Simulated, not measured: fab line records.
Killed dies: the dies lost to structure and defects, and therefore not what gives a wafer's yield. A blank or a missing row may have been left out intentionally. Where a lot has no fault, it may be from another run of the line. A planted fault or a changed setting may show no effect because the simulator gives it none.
fab line records | flow rit_cmos
[record] lots = 5 wafers = 27
route steps=202 shown ACTIVE@4 GATE@95
start_h: the number of hours between the record's first day and the start of the first shown wafer of the lot | wait_h: how many hours have passed since the lot's step before this one | " unchanged from the row above | L1.1+2: one row covering several wafers at once | - no value present, or no start provided | * or withheld: withheld | < > ~ a bound
route shown NAME@n: NAME is a module with steps in the file, n the number in the route of the first one | usual: the fault-free wafers' mean and standard deviation | same: alike in all rows | chamber/n: place in a boat | sites: per-site readings | _std_site: the values' standard deviation | _edge_site: the outer-site mean with the inner-site mean subtracted | radius_mm: for every site, how far away it sits from the centre of the wafer | mask NAME#n: copy n | behind: the tool/chamber that last shaped the wafer | hold: what put the lot on hold/how long, in hours/how the hold closed | device: transistor that didn't switch, given as n, p or np | end of line: at the end of the route, the tests of the same wafers | step lacking rows: just its recipe | killed: dies that structure and defects cost at the first sort, which is not the same as the wafer's yield | map: a wafer's dies, x killed, . not, _ none there
set.NAME: setting as actually run; set.NAME@STEP: the setting as run at that earlier step | model.NAME: the simulator's own value behind a step, which no gauge read
lots with deliberately changed settings; one table per step, one row per wafer
[[steps]]
[step RIT_ACTIVE_CVD_03]
[recipe] material = Si3N4 target_thk_nm = 150 temp_c = 810 precursor = SiH2Cl2/NH3 time_s = 1500 pressure_mtorr = 300 sih2cl2_flow_sccm = 60 nh3_flow_sccm = 150
// columns lot.wafer tool chamber start_h wait_h set.time_s model.Si3N4_of_ACTIVE_CVD_03.thk_nm
L074.1 - - - 0.1 1500 150.6
L074.2 " - " " 1500 150.5
L074.3 " - " " 1500 150.2
L074.4 " - " " 1500 150.3
L074.5 " - " " 1500 151.7
L074.6 " - " " 1500 150.8
L075.1 - - - 0.1 1500 148.4
L075.2 " - " " 1500 147.7
L075.3 " - " " 1500 149.8
L075.4+5 " - " " 1500 148.5
L075.6 " - " " 1500 148
L077.1 - - - 0.1 741.7 76.27
L077.2 " - " " 741.7 74.65
L077.3 " - " " 741.7 75.14
L077.4 " - " " 741.7 76.1
L077.5 " - " " 741.7 75.44
L077.6 " - " " 741.7 76.17
L078.1+6 lpcvd-01 1 33.63 0.5 1500 151.2
L078.2 " 1 " " 1500 152.4
L084.1 - - - 0.1 1500 151.8
L084.2 " - " " 1500 150.5
L084.3 " - " " 1500 150.9
L084.4 " - " " 1500 151
L084.5 " - " " 1500 151.4
L084.6 " - " " 1500 152.7
[step RIT_ACTIVE_THK_MEAS_04]
[recipe] reads = Si3N4_of_ACTIVE_CVD_03
[usual] ACTIVE_NITRIDE_THK = 150.4/1.4
// columns lot.wafer tool chamber start_h wait_h set.time_s@ACTIVE_CVD_03 ACTIVE_NITRIDE_THK[nm]
L074.1 film_metro-02 - - - 1500 150.8
L074.2 " - " " 1500 150.5
L074.3 " - " " 1500 150.3
L074.4 " - " " 1500 150.3
L074.5 " - " " 1500 151.7
L074.6 " - " " 1500 150.9
L075.1 film_metro-02 - - - 1500 148.4
L075.2 " - " " 1500 147.7
L075.3 " - " " 1500 149.8
L075.4 " - " " 1500 148.4
L075.5 " - " " 1500 148.5
L075.6 " - " " 1500 148.2
L077.1 film_metro-01 - - - 741.7 76.3
L077.2 " - " " 741.7 74.7
L077.3 " - " " 741.7 75.2
L077.4 " - " " 741.7 76.1
L077.5 " - " " 741.7 75.4
L077.6 " - " " 741.7 76.3
L078.1 film_metro-01 - 35.04 0.0 1500 151.1
L078.2 " - " " 1500 152.4
L078.6 " - " " 1500 151.2
L084.1 film_metro-01 - - - 1500 151.9
L084.2 " - " " 1500 150.5
L084.3 " - " " 1500 150.9
L084.4 " - " " 1500 150.9
L084.5 " - " " 1500 151.4
L084.6 " - " " 1500 152.5
[step RIT_ACTIVE_HMDS_05]
[recipe] prime_time_s = 60 prime_temp_c = 140
[step RIT_ACTIVE_COAT_06]
[recipe] resist = NOVOLAK spin_rpm = 3250 resist_thk_nm = 1000
[step RIT_ACTIVE_HARDBAKE_12]
[recipe] resist = NOVOLAK temp_c = 140 time_s = 60
[step RIT_ACTIVE_ETCH_13]
[recipe] stop_on = SiO2 chemistry = SF6 target = Si3N4 time_s = 210 over_etch_frac = 0.4 SF6_flow_sccm = 200 pressure_mtorr = 260 rf_w = 125 target_depth_a = 2100
[usual] oes_product_au = 0.824/0.014
// columns lot.wafer tool chamber start_h wait_h set.time_s@ACTIVE_CVD_03 oes_product_au model.etch.depth_nm
L074.1 rie_diel-03 2 17.19 0.1 1500 0.815 150.6
L074.2 " 1 " " 1500 0.843 150.5
L074.3 " 0 " " 1500 0.796 150.2
L074.4 " 3 " " 1500 0.849 150.3
L074.5 " 2 " " 1500 0.808 151.7
L074.6 " 1 " " 1500 0.842 150.8
L075.1 rie_diel-03 1 22.16 0.1 1500 0.849 148.4
L075.2 " 2 " " 1500 0.805 147.7
L075.3 " 3 " " 1500 0.843 149.8
L075.4 " 0 " " 1500 0.799 148.5
L075.5 " 1 " " 1500 0.829 148.5
L075.6 " 2 " " 1500 0.801 148
L077.1 rie_diel-04 0 29.85 0.1 741.7 0.598 76.27
L077.2 " 1 " " 741.7 0.595 74.65
L077.3 " 2 " " 741.7 0.613 75.14
L077.4 " 3 " " 741.7 0.608 76.1
L077.5 " 1 " " 741.7 0.599 75.44
L077.6 " 0 " " 741.7 0.592 76.17
L078.1 rie_diel-04 1 36.35 0.1 1500 0.828 151.2
L078.2 " 3 " " 1500 0.815 152.4
L078.6 " 1 " " 1500 0.814 151.2
L084.1 rie_diel-02 3 66.01 0.1 1500 0.830 151.8
L084.2 " 0 " " 1500 0.801 150.5
L084.3 " 2 " " 1500 0.819 150.9
L084.4 " 1 " " 1500 0.841 151
L084.5 " 2 " " 1500 0.812 151.4
L084.6 " 3 " " 1500 0.836 152.7
[step RIT_GATE_ETCH_19]
[recipe] chemistry = SF6/CHF3/O2 time_s = 165 SF6_flow_sccm = 30 CHF3_flow_sccm = 30 O2_flow_sccm = 5 target = poly-Si pressure_mtorr = 40 rf_w = 160 target_depth_a = 3125 over_etch_frac = 0.25 stop_on = SiO2
// columns lot.wafer tool chamber start_h wait_h set.time_s model.NOVOLAK_of_GATE_COAT_11.thk_nm
L075.1 rie_si-01 3 48.11 0.1 165 672.9
L075.2 " 1 " " 165 675.3
L075.3 " 2 " " 165 668.4
L075.4 " 0 " " 165 672.6
L075.5 " 0 " " 165 670.9
L075.6 " 1 " " 165 676.1
L074.1 rie_si-02 2 48.35 0.1 165 667.8
L074.2 " 3 " " 125.2 690.1
L074.3 " 1 " " 165 670.9
L074.4 " 0 " " 125.2 688.8
L074.5 " 0 " " 125.2 689.6
L074.6 " 1 " " 165 671.6
L077.1 rie_si-02 3 60.04 0.1 165 667.6
L077.2 " 0 " " 165 668.2
L077.3 " 1 " " 165 666.2
L077.4 " 2 " " 165 666.6
L077.5 " 2 " " 165 664.4
L077.6 " 1 " " 165 670
L078.1 rie_si-01 0 67.81 0.1 165 668.5
L078.2 " 2 " " 165 669
L078.6 " 2 " " 165 669.4
L084.1 rie_si-01 1 88.93 0.1 244.7 638.5
L084.2 " 0 " " 165 668.6
L084.3 " 3 " " 165 673.8
L084.4 " 1 " " 244.7 635.6
L084.5 " 0 " " 165 664.2
L084.6 " 3 " " 244.7 634.4
[[key]]
[split] step = RIT_ACTIVE_CVD_03 setting = time_s stated = 1500 by = lot
[response] step = RIT_ACTIVE_CVD_03 reading = model.Si3N4_of_ACTIVE_CVD_03.thk_nm change = +1.48 per = 1% r = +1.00
[response] step = RIT_ACTIVE_THK_MEAS_04 reading = ACTIVE_NITRIDE_THK change = +1.48 per = 1% r = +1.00
[response] step = RIT_ACTIVE_ETCH_13 reading = oes_product_au change = +0.00439 per = 1% r = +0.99
[response] step = RIT_ACTIVE_ETCH_13 reading = model.etch.depth_nm change = +1.48 per = 1% r = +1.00
[split] step = RIT_GATE_ETCH_19 setting = time_s stated = 165 by = wafer
[response] step = RIT_GATE_ETCH_19 reading = model.NOVOLAK_of_GATE_COAT_11.thk_nm change = -0.702 per = 1% r = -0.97
